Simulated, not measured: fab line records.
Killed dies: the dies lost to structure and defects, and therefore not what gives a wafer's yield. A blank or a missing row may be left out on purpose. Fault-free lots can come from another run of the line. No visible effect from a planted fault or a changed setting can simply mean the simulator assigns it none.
fab line records ; flow rit-cmos
record: lots: 15; wafers: 45; last-day: 7
route steps=202 shown SPACER@128
lots with no fault: from the same line, run without faults
start-h: start of the lot's first displayed wafer, in hours after the record's first day ; wait-h: hours since the lot's step before ; " unchanged from the row above ; L1.1+2: one row covering several wafers at once ; - value missing, or start not given ; * or withheld: withheld ; < > ~ a bound
route shown NAME@n: a module of which the file shows steps, and the number in the route of the first ; usual: mean/standard deviation taken from wafers without a fault ; same: alike in all rows ; chamber/n: place in a boat ; sites: the reading at each site ; _std_site: how widely they spread, as a standard deviation ; _edge_site: outer sites' mean less inner sites' ; radius-mm: how far each site lies from the wafer's centre ; mask NAME#n: copy n ; behind: the tool/chamber that last shaped the wafer ; hold: why the lot went on hold/how many hours it stayed there/how the hold came to an end ; device: the n, p or np transistor that did not switch ; end of line: the route-end tests of the same wafers ; a step with no rows: only its recipe ; killed: at the first sort, the dies lost to defects and structure; wafer yield is something else ; map: shows each die of a wafer: x if killed, . if not, _ if none is there
set.NAME: the setting the step ran with; set.NAME@STEP: the setting that earlier step ran with ; model.NAME: the simulator's own value behind a step, which no gauge read
one table for each step of the route and one row for each wafer, over a sample of lots
services: from which hour (start-h, from the record's first day; less than 0 if before it) a tool's chamber was out of use, for how many hours, and why
== steps ==
step: RIT_SPACER_CVD_03
recipe: material: Si3N4; target-thk-nm: 250; temp-c: 810; precursor: SiH2Cl2/NH3; time-s: 3300; pressure-mtorr: 300; sih2cl2-flow-sccm: 60; nh3-flow-sccm: 150
usual: nh3-flow-sccm: 149.9/0.44
lot.wafer;tool;chamber;start-h;wait-h;nh3-flow-sccm
L684.1;lpcvd-02;0;44.07;0.0;149.9
L684.2;lpcvd-02;0;44.07;0.0;149.8
L684.5;lpcvd-02;0;44.07;0.0;149.5
L685.1;lpcvd-01;1;49.55;0.0;149.9
L685.3;lpcvd-01;1;49.55;0.0;150.2
L685.6;lpcvd-01;1;49.55;0.0;149.6
L686.1;lpcvd-01;1;53.54;0.0;149.9
L686.3;lpcvd-01;1;53.54;0.0;149.5
L686.5;lpcvd-01;1;53.54;0.0;149.4
L687.1;lpcvd-02;0;59.47;0.0;149.7
L687.5;lpcvd-02;0;59.47;0.0;149.6
L687.6;lpcvd-02;0;59.47;0.0;150.2
L688.1;lpcvd-02;1;63.36;0.0;150.0
L688.3;lpcvd-02;1;63.36;0.0;149.8
L688.4;lpcvd-02;1;63.36;0.0;149.2
L689.2;lpcvd-01;1;68.39;0.0;150.0
L689.3;lpcvd-01;1;68.39;0.0;150.7
L689.4;lpcvd-01;1;68.39;0.0;149.5
L690.2;lpcvd-02;1;74.14;0.0;150.1
L690.4;lpcvd-02;1;74.14;0.0;149.9
L690.5;lpcvd-02;1;74.14;0.0;149.9
L692.1;lpcvd-01;1;84.52;0.0;149.9
L692.2;lpcvd-01;1;84.52;0.0;150.2
L692.3;lpcvd-01;1;84.52;0.0;149.8
L693.3;lpcvd-02;0;88.53;0.1;149.0
L693.4;lpcvd-02;0;88.53;0.1;149.6
L693.5;lpcvd-02;0;88.53;0.1;150.2
L694.1;lpcvd-02;0;93.61;0.0;151.3
L694.4;lpcvd-02;0;93.61;0.0;149.9
L694.5;lpcvd-02;0;93.61;0.0;150.1
L696.4;lpcvd-01;1;105.23;0.0;225.1
L696.5;lpcvd-01;1;105.23;0.0;224.2
L696.6;lpcvd-01;1;105.23;0.0;224.9
L697.4;lpcvd-02;0;108.54;0.0;150.6
L697.5;lpcvd-02;0;108.54;0.0;150.4
L697.6;lpcvd-02;0;108.54;0.0;150.2
L698.1;lpcvd-01;0;114.17;0.0;224.9
L698.2;lpcvd-01;0;114.17;0.0;224.8
L698.3;lpcvd-01;0;114.17;0.0;224.7
L699.3;lpcvd-01;0;118.10;0.0;226.1
L699.4;lpcvd-01;0;118.10;0.0;225.4
L699.5;lpcvd-01;0;118.10;0.0;225.3
L707.2;lpcvd-02;0;160.07;0.0;150.8
L707.4;lpcvd-02;0;160.07;0.0;149.7
L707.6;lpcvd-02;0;160.07;0.0;149.9
step: RIT_SPACER_THK_MEAS_04
recipe: reads: Si3N4_of_SPACER_CVD_03
usual: SPACER_NITRIDE_THK: 251.3/2.3
lot.wafer;tool;chamber;start-h;wait-h;SPACER_NITRIDE_THK[nm]
L684.1;film-metro-01;-;45.98;0.0;250.2
L684.2;film-metro-01;-;45.98;0.0;251.9
L684.5;film-metro-01;-;45.98;0.0;250.5
L685.1;film-metro-04;-;51.47;0.0;249.8
L685.3;film-metro-04;-;51.47;0.0;248.9
L685.6;film-metro-04;-;51.47;0.0;249.0
L686.1;film-metro-01;-;55.45;0.0;247.6
L686.3;film-metro-01;-;55.45;0.0;250.4
L686.5;film-metro-01;-;55.45;0.0;251.5
L687.1;film-metro-02;-;61.38;0.0;249.6
L687.5;film-metro-02;-;61.38;0.0;250.3
L687.6;film-metro-02;-;61.38;0.0;251.7
L688.1;film-metro-04;-;65.28;0.0;252.6
L688.3;film-metro-04;-;65.28;0.0;252.6
L688.4;film-metro-04;-;65.28;0.0;252.9
L689.2;film-metro-04;-;70.31;0.0;254.3
L689.3;film-metro-04;-;70.31;0.0;252.6
L689.4;film-metro-04;-;70.31;0.0;254.5
L690.2;film-metro-04;-;76.06;0.0;253.6
L690.4;film-metro-04;-;76.06;0.0;252.9
L690.5;film-metro-04;-;76.06;0.0;253.2
L692.1;film-metro-02;-;86.44;0.0;249.1
L692.2;film-metro-02;-;86.44;0.0;250.4
L692.3;film-metro-02;-;86.44;0.0;251.2
L693.3;film-metro-01;-;90.47;0.0;249.4
L693.4;film-metro-01;-;90.47;0.0;249.6
L693.5;film-metro-01;-;90.47;0.0;250.9
L694.1;film-metro-04;-;95.53;0.0;249.7
L694.4;film-metro-04;-;95.53;0.0;250.5
L694.5;film-metro-04;-;95.53;0.0;251.3
L696.4;film-metro-02;-;107.18;0.0;342.6
L696.5;film-metro-02;-;107.18;0.0;341.0
L696.6;film-metro-02;-;107.18;0.0;342.7
L697.4;film-metro-02;-;110.49;0.0;251.2
L697.5;film-metro-02;-;110.49;0.0;250.9
L697.6;film-metro-02;-;110.49;0.0;251.6
L698.1;film-metro-04;-;116.09;0.0;340.6
L698.2;film-metro-04;-;116.09;0.0;342.2
L698.3;film-metro-04;-;116.09;0.0;342.0
L699.3;film-metro-02;-;120.03;0.0;337.0
L699.4;film-metro-02;-;120.03;0.0;338.5
L699.5;film-metro-02;-;120.03;0.0;337.3
L707.2;film-metro-04;-;162.00;0.0;248.9
L707.4;film-metro-04;-;162.00;0.0;248.5
L707.6;film-metro-04;-;162.00;0.0;248.0
step: RIT_SPACER_ETCHBACK_05
recipe: target-depth-a: 2500; SF6_flow_sccm: 30; CHF3_flow_sccm: 30; target: Si3N4; chemistry: SF6/CHF3; pressure-mtorr: 40; rf-w: 250; time-s: 240; stop-on: SiO2
usual: drypump-motor-current-A: 5.7/0.46; oes-product-au: 0.843/0.012; throttle-valve-pct: 10.24/0.15
lot.wafer;tool;chamber;start-h;wait-h;drypump-motor-current-A;oes-product-au;rf-hours-counter-h;throttle-valve-pct
L684.1;rie-diel-01;1;46.04;0.1;6.4;0.825;150;10.39
L684.2;rie-diel-01;3;46.04;0.1;5.2;0.843;97;10.26
L684.5;rie-diel-01;2;46.04;0.1;5.7;0.846;-;10.13
L685.1;rie-diel-02;0;51.53;0.1;5.4;0.838;93;9.98
L685.3;rie-diel-02;1;51.53;0.1;5.7;0.844;88;10.24
L685.6;rie-diel-02;2;51.53;0.1;5.8;0.839;-;10.24
L686.1;rie-diel-04;0;55.51;0.1;6.0;0.839;65;10.38
L686.3;rie-diel-04;3;55.51;0.1;5.8;0.851;20;10.36
L686.5;rie-diel-04;3;55.51;0.1;5.8;0.845;-;10.36
L687.1;rie-diel-01;1;61.44;0.1;6.4;0.823;150;10.37
L687.5;rie-diel-01;2;61.44;0.1;5.7;0.840;-;10.12
L687.6;rie-diel-01;3;61.44;0.1;5.2;0.840;-;10.25
L688.1;rie-diel-02;1;65.34;0.1;5.7;0.859;88;10.26
L688.3;rie-diel-02;2;65.34;0.1;5.8;0.847;57;10.25
L688.4;rie-diel-02;3;65.34;0.1;6.0;0.847;131;10.00
L689.2;rie-diel-02;2;70.36;0.0;5.8;0.854;58;10.24
L689.3;rie-diel-02;1;70.36;0.0;5.8;0.862;88;10.25
L689.4;rie-diel-02;0;70.36;0.0;5.4;0.854;93;9.99
L690.2;rie-diel-01;0;76.11;0.0;5.5;0.836;115;10.46
L690.4;rie-diel-01;1;76.11;0.0;6.4;0.829;150;10.39
L690.5;rie-diel-01;1;76.11;0.0;6.4;0.835;-;10.39
L692.1;rie-diel-04;2;86.50;0.1;6.7;0.832;11;10.30
L692.2;rie-diel-04;3;86.50;0.1;5.8;0.849;21;10.36
L692.3;rie-diel-04;0;86.50;0.1;6.0;0.857;65;10.39
L693.3;rie-diel-02;3;90.51;0.0;6.0;0.849;131;9.98
L693.4;rie-diel-02;1;90.51;0.0;5.8;0.851;89;10.23
L693.5;rie-diel-02;3;90.51;0.0;6.0;0.840;-;9.99
L694.1;rie-diel-01;3;95.59;0.1;5.1;0.840;98;10.25
L694.4;rie-diel-01;2;95.59;0.1;5.7;0.846;24;10.12
L694.5;rie-diel-01;2;95.59;0.1;5.7;0.852;-;10.12
L696.4;rie-diel-01;0;107.21;0.0;5.5;0.977;115;10.52
L696.5;rie-diel-01;1;107.21;0.0;6.4;0.953;-;10.43
L696.6;rie-diel-01;2;107.21;0.0;5.7;0.989;-;10.16
L697.4;rie-diel-04;1;110.60;0.1;4.9;0.852;-;10.34
L697.5;rie-diel-04;0;110.60;0.1;6.0;0.852;-;10.37
L697.6;rie-diel-04;2;110.60;0.1;6.8;0.841;-;10.31
L698.1;rie-diel-04;2;116.15;0.1;6.7;1.007;12;10.38
L698.2;rie-diel-04;0;116.15;0.1;6.0;1.010;66;10.43
L698.3;rie-diel-04;1;116.15;0.1;4.9;0.995;65;10.38
L699.3;rie-diel-02;2;120.07;0.0;5.8;0.986;59;10.27
L699.4;rie-diel-02;3;120.07;0.0;6.0;1.000;132;10.06
L699.5;rie-diel-02;1;120.07;0.0;5.7;0.995;-;10.29
L707.2;rie-diel-01;3;162.05;0.0;5.1;0.843;99;10.24
L707.4;rie-diel-01;0;162.05;0.0;5.5;0.804;116;10.47
L707.6;rie-diel-01;2;162.05;0.0;5.7;0.837;-;10.14
== services ==
tool;chamber;start-h;hours;kind
rie-diel-02;-;21.92;0.6;repair
rie-diel-01;-;23.02;0.5;repair
rie-diel-02;2;59.42;3.3;repair
rie-diel-04;3;91.18;26.1;repair
lpcvd-01;-;93.53;4.3;pm
rie-diel-04;3;123.26;11.2;repair
rie-diel-02;1;131.27;15.7;repair
rie-diel-01;1;136.59;-;clean
rie-diel-01;1;136.59;16.5;scheduled-down
rie-diel-01;1;136.59;16.5;vent-cycle
rie-diel-01;3;151.22;2.0;repair
== key ==
first-sign: step: RIT_SPACER_CVD_03; reading: nh3-flow-sccm; direction: up; sigmas: 99+; usual: 149.9; struck: 225.0
effect: step: RIT_SPACER_THK_MEAS_04; reading: SPACER_NITRIDE_THK; direction: up; sigmas: 40; usual: 251.3; struck: 340.4
effect: step: RIT_SPACER_ETCHBACK_05; reading: oes-product-au; direction: up; sigmas: 12; usual: 0.843; struck: 0.990
met-at RIT_SPACER_CVD_03
struck-lots L696,L698,L699
later-rows-left-out L696.4,L696.5,L696.6,L698.1,L698.2,L698.3,L699.3,L699.4,L699.5
sort-left-out L696.4,L696.5,L696.6,L698.1,L698.2,L698.3,L699.3,L699.4,L699.5
tester-left-out L696,L698,L699
onset-between 84.52 105.23
fault: kind: process-parameter-drift; tool: lpcvd-01; chamber: -; onset-h: 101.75; steps: RIT_SPACER_CVD_03; channel: nh3-flow-sccm; offset: 75; shape: step; end-h: 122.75; acts-in: these-recipes-only; stated: 150
tester-left-out: of these lots the tester's yield and bins aren't shown, on N5 and GAA mostly nor the transistor test; their killed dies are dies lost to structure and defects alone, not to doping, threshold or leakage, so they don't give the yield
sort-left-out: the simulated sort isn't trusted on such a fault, so these wafers' sort isn't shown, and their yield isn't known
later-rows-left-out: the simulator's readings of these wafers behind a module that went badly wrong aren't trusted and aren't shown, but for the sort
